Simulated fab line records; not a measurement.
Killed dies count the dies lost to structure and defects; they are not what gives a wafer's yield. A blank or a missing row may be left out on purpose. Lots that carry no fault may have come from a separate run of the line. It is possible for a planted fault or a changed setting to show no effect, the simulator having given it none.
Struck lot and sound lot, side by side | flow berkeleyCmos170 | 4 steps out of a route of 331
Sound: the wafers L805.2, L805.5, L805.6. Struck: wafers L818.2, L818.4, L818.6. The cause comes at the end.
For every step that has rows: the tool of each side, followed by ch and its chambers, followed by its first start. Under that, the readings that differ: sound wafers | struck wafers | difference of the means | sigmas: that difference in standard deviations of wafers without a fault.
alike: readings whose means differ by less than 2 such deviations, and words and numbers that are the same on both sides. not compared: withheld readings, readings that some wafer has no value for, bounds like >300 that may hide the same value, and numbers for which the record gives no deviation and whose values overlap.
The two part at a step that has a row with sigmas, a row that says differs or no value, or rows on one side only. Numbers that don't overlap but have no deviation are shown without sigmas and don't part them. A reading that every wafer of one side lacks parts them only if that side has two wafers or more.

UCB170_START_BOW_MEAS_00:
  sound: filmMetro-01 at day 2 01:01; struck: filmMetro-02 at day 4 18:01
  alike: INCOMING_BOW
UCB170_START_CLEAN_01: cleans in dHF, time 60 s.
  sound on wetBench-03 ch 3, day 2 01:07; struck on wetBench-01 ch 1, day 4 18:17
  no value came back on the struck wafers for runLengthS (s), timeS (s); on the sound wafers runLengthS (s) reads 93.2 93.2 93.2
then, 2 steps without rows for these wafers: UCB170_START_OXIDATION_02 (target thk 20 nm, ox time 1800 s); UCB170_M3_PROBE_99.

## WHERE THEY PART
Only at UCB170_START_CLEAN_01, within this record.

WHY: what the simulator had put in
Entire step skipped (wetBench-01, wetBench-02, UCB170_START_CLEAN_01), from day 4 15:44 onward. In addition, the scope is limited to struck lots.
